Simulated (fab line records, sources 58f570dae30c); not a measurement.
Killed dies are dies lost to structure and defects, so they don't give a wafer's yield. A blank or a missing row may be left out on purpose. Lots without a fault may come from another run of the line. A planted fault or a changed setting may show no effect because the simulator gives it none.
Which tool did it? | flow berkeley_cmos170 | 14 lots, 42 wafers sampled, at 3 steps of a route of 331

WHAT THE GAUGES READ, wafer by wafer
UCB170_V1_CD_MEAS_12: target cd 700 nm. Usual: cd_nm 700.1 nm, standard deviation 1.6.
lot  | measured     | on        | cd_nm (nm)        | flag
L985 | day 8 10:54  | cd_sem-01 | 700.9 702.0 700.1 |
L984 | day 8 11:10  | cd_sem-02 | 699.5 700.2 699.9 |
L986 | day 8 19:46  | cd_sem-01 | 698.5 698.6 698.9 |
L987 | day 9 09:04  | cd_sem-01 | 697.6 697.1 698.4 |
L988 | day 9 09:41  | cd_sem-01 | 699.6 697.9 698.8 |
L989 | day 9 09:25  | cd_sem-01 | 699.2 700.0 698.8 |
L991 | day 9 23:03  | cd_sem-02 | 699.5 700.4 699.2 |
L995 | day 11 06:19 | cd_sem-02 | 699.2 698.0 697.8 |
L999 | day 11 11:08 | cd_sem-01 | 702.9 703.4 704.3 |
L102 | day 12 15:05 | cd_sem-02 | 699.6 701.5 699.1 |
L100 | day 12 15:17 | cd_sem-01 | 701.9 702.0 702.5 |
L105 | day 12 22:04 | cd_sem-02 | 701.4 700.1 700.4 |
L104 | day 12 23:57 | cd_sem-01 | 702.2 700.4 703.0 |
L106 | day 13 05:52 | cd_sem-01 | 697.8 698.3 698.5 |

UCB170_M3_RS_MEAS_02: measures by four-point-probe. Usual: M3_AL_RS 0.03209 ohm/sq, standard deviation 0.00022.
lot  | measured     | on            | M3_AL_RS (ohm/sq)       | flag
L985 | day 8 16:52  | film_metro-03 | 0.03211 0.03251 0.03229 |
L984 | day 8 17:11  | film_metro-01 | 0.03163 0.03231 0.03193 |
L986 | day 9 01:50  | film_metro-04 | 0.03198 0.03195 0.03207 |
L987 | day 9 15:24  | film_metro-03 | 0.03202 0.0322 0.03235  |
L988 | day 9 15:32  | film_metro-04 | 0.03209 0.03181 0.03187 |
L989 | day 9 15:10  | film_metro-04 | 0.03205 0.03203 0.03198 |
L991 | day 10 05:02 | film_metro-01 | 0.03215 0.0318 0.03176  |
L995 | day 11 13:41 | film_metro-01 | 0.03234 0.03223 0.03225 |
L999 | day 11 17:37 | film_metro-04 | 0.03221 0.03216 0.03213 |
L102 | day 12 22:55 | film_metro-04 | 0.03203 0.03217 0.0323  |
L100 | day 12 23:31 | film_metro-03 | 0.03236 0.03232 0.03255 |
L105 | day 13 05:59 | film_metro-04 | 0.03213 0.03233 0.03244 |
L104 | day 13 08:18 | film_metro-03 | 0.03209 0.03217 0.03212 |
L106 | day 13 11:49 | film_metro-01 | 0.03186 0.03173 0.03196 |

WHICH TOOL RAN EACH LOT (tool, then ch and the chambers of the sampled wafers, then the start)
lot  | UCB170_M1_METAL_ETCH_12
L985 | rie_metal-03 ch 0, day 8 06:13
L984 | rie_metal-02 ch 0,1, day 8 06:47
L986 | rie_metal-02 ch 1, day 8 16:04
L987 | rie_metal-04 ch 0,1, day 9 03:50
L988 | rie_metal-02 ch 1, day 9 04:31
L989 | rie_metal-04 ch 0,1, day 9 04:59
L991 | rie_metal-04 ch 0,1, day 9 18:08
L995 | rie_metal-04 ch 0,1, day 10 23:15
L999 | rie_metal-02 ch 0,1, day 11 07:17
L102 | rie_metal-02 ch 0,1, day 12 10:16
L100 | rie_metal-03 ch 0,1, day 12 10:31
L105 | rie_metal-02 ch 0,1, day 12 17:39
L104 | rie_metal-03 ch 0,1, day 12 17:41
L106 | rie_metal-02 ch 0,1, day 13 00:26
- UCB170_M1_METAL_ETCH_12: etches Al in Cl2/BCl3, stops on PSG, target depth 780 nm, time 130 s.

WHAT THE TOOLS THEMSELVES READ (means of the sampled wafers that have a number; where no wafer has one, the mark that the record gives instead)
UCB170_M1_METAL_ETCH_12. Usual: chamber_pressure_mTorr 11.999 mTorr, standard deviation 0.011; drypump_motor_current_A 5.8 A, standard deviation 0.66; oes_product_au 0.853 a.u., standard deviation 0.012; throttle_valve_pct 24.50 %, standard deviation 0.17.
lot  | tool         | chamber_pressure_mTorr (mTorr) | drypump_motor_current_A (A) | oes_product_au (a.u.) | throttle_valve_pct (%) | flag
L985 | rie_metal-03 | 12.006                         | 5.6                         | 0.880                 | 24.32                  |
L984 | rie_metal-02 | 12.009                         | 5.4                         | 0.837                 | 24.42                  |
L986 | rie_metal-02 | 11.990                         | 6.5                         | 0.844                 | 24.27                  |
L987 | rie_metal-04 | 11.992                         | 5.9                         | 0.848                 | 24.70                  |
L988 | rie_metal-02 | 11.996                         | 6.5                         | 0.853                 | 24.27                  |
L989 | rie_metal-04 | 12.004                         | 5.9                         | 0.850                 | 24.71                  |
L991 | rie_metal-04 | 17.992                         | 6.3                         | 0.845                 | 24.70                  | OFF
L995 | rie_metal-04 | 18.002                         | 5.8                         | 0.855                 | 24.69                  | OFF
L999 | rie_metal-02 | 11.992                         | 5.5                         | 0.851                 | 24.40                  |
L102 | rie_metal-02 | 11.990                         | 5.4                         | 0.847                 | 24.42                  |
L100 | rie_metal-03 | 12.003                         | 5.6                         | 0.866                 | 24.41                  |
L105 | rie_metal-02 | 11.995                         | 6.0                         | 0.855                 | 24.33                  |
L104 | rie_metal-03 | 11.999                         | 5.6                         | 0.860                 | 24.51                  |
L106 | rie_metal-02 | 11.993                         | 6.0                         | 0.846                 | 24.35                  |

THE ANSWER, worked out from the rows above alone
Rule: a lot is off if the mean of its wafers that have a number lies more than 3 standard deviations from the usual mean. A lot without any number at a reading at which 4 lots or more have one is off too. The other lots that the step has rows for count as sound. The gauges are gone through in route order, then the tools' own readings, and for those a lot's mean is taken as printed above. The first step at which some lot is off is used, and at that step the reading that is off furthest; a lot without a number counts as furthest.
Off: L991, L995, at UCB170_M1_METAL_ETCH_12 (chamber_pressure_mTorr).
A tool fits if, at that step or a process step before it, it ran every lot that is off, and no sound lot after the first of them. One fits: rie_metal-04 at UCB170_M1_METAL_ETCH_12. Its last sound lot is L989 (day 9 04:59), its first lot that is off L991 (day 9 18:08): a fault that began between those two fits.
The tool's own readings at UCB170_M1_METAL_ETCH_12 bear it out: on the lots that are off they differ by more than 5 times the standard deviation of the sound lots' means. chamber_pressure_mTorr reads 17.997 mTorr there against 11.997 mTorr on the sound lots.

WHAT THE SIMULATOR HAD PUT IN
Process parameter drift: rie_metal-04, from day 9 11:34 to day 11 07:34, at UCB170_M1_METAL_ETCH_12. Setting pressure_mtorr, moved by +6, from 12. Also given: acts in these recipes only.
Lots struck among those shown: L991, L995. The rule above found the same.
